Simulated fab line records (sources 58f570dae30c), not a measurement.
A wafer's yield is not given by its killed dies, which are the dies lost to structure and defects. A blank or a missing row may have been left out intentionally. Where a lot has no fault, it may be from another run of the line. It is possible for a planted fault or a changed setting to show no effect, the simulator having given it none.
A lot that was struck, set against a sound lot | flow berkeley-cmos170 | 15 steps out of a route of 331
Sound: the wafers L376.2, L376.4, L376.6. Struck: wafer L388.6 (L388.1, L388.5, from the same lot, were not struck and are left out); the cause is given at the end.
At each step with rows: each side's tool, then ch and its chambers, then its first start. Under that, the readings that differ: sound wafers | struck wafers | difference of the means | sigmas: that difference in standard deviations of wafers without a fault.
alike: readings with means less than 2 such deviations apart, plus words and numbers identical on both sides. not compared: withheld readings, readings lacking a value on some wafer, bounds such as >300 that could conceal the same value, and numbers that have no deviation in the record and whose values overlap.
Wherever a step has rows on one side only, a row that says differs or no value, or a row with sigmas, the two part there. Non-overlapping numbers with no deviation appear without sigmas and do not part them. A reading missing from all wafers of one side parts the sides only when that side holds two or more wafers.

first, 4 steps without rows for these wafers: UCB170_M2_SOFTBAKE_11 (time 60 s); UCB170_M2_EXPOSE_12 (exposes mask METAL2, target cd 700 nm); UCB170_M2_PEB_13; UCB170_M2_DEVELOP_14 (develop time 45 s).
UCB170_M2_CD_MEAS_15: the cd target is 700 nm.
  sound on cd-sem-01, day 10 04:58; struck on cd-sem-01, day 11 23:25
  alike: cd-nm
UCB170_M2_OVL_MEAS_16:
  sound on overlay-01, day 10 05:04; struck on overlay-02, day 11 23:32
  alike: M2_OVL
UCB170_M2_ETCH_17: etches BARC in N2/H2.
  sound on rie-diel-03 ch 0,3, day 10 05:05; struck on rie-diel-01 ch 3, day 11 23:35
  alike: bias-w, drypump-motor-current-A, oes-product-au, throttle-valve-pct
UCB170_M2_METAL_ETCH_18: etches Al in Cl2/BCl3, stops on SiO2, target depth 1170 nm, time 195 s.
  sound on rie-metal-04 ch 0,1, day 10 05:08; struck on rie-metal-03 ch 1, day 11 23:37
  reading                     | sound       | struck | difference | sigmas
  drypump-motor-current-A (A) | 6.2 5.8 6.2 | 4.9    | -1.2       | -3
  alike: bias-w, mfc-cl2-sccm, oes-product-au, throttle-valve-pct
  not compared: rf-hours-counter-h
UCB170_M2_STRIP_19: strips in O2.
  sound on plasma-asher-04 ch 0,1, day 10 05:19; struck on plasma-asher-03 ch 0, day 11 23:49
  reading                     | sound             | struck | difference | sigmas
  drypump-motor-current-A (A) | 5.2 5.8 5.1       | 6.7    | +1.3       | +3
  oes-product-au (a.u.)       | 0.548 0.543 0.556 | 0.523  | -0.026     | -2
  alike: o2-flow-sccm
  not compared: rf-hours-counter-h
UCB170_M2_CD_MEAS_90: the cd target is 700 nm.
  sound on cd-sem-02, day 10 05:26; struck on cd-sem-02, day 11 23:55
  alike: cd-nm
UCB170_V2_CVD_00: deposits SiO2 from TEOS/O2, target thk 2000 nm, time 250 s.
  sound on pecvd-03 ch 0,2, day 10 05:32; struck on pecvd-04 ch 1, day 12 00:02
  alike: heater-power-w
UCB170_V2_THK_MEAS_01:
  sound on film-metro-02, day 10 05:43; struck on film-metro-02, day 12 00:11
  alike: V2_TEOS_THK
UCB170_V2_CMP_02: polishes SiO2.
  sound on cmp-02 ch 0,1,2, day 10 05:52; struck on cmp-02 ch 0, day 12 00:28
  reading                 | sound             | struck | difference | sigmas
  edge-zone-pressure-frac | 1.004 1.004 1.000 | 1.027  | +0.024     | +5
  alike: motor-current-A
UCB170_V2_BOW_MEAS_03:
  sound on film-metro-04, day 10 06:05; struck on film-metro-04, day 12 00:40
  reading     | sound    | struck | difference | sigmas
  V2_BOW (um) | 45 34 43 | 57     | +16        | +2
UCB170_M3_PROBE_99:
  the record has rows for the struck wafers here (prober-01, day 12 06:10) and none for the sound ones

## WHERE THEY PART
At UCB170_M2_METAL_ETCH_18 first; at UCB170_M3_PROBE_99 last (within this record only).

WHY: what had been put in by the simulator
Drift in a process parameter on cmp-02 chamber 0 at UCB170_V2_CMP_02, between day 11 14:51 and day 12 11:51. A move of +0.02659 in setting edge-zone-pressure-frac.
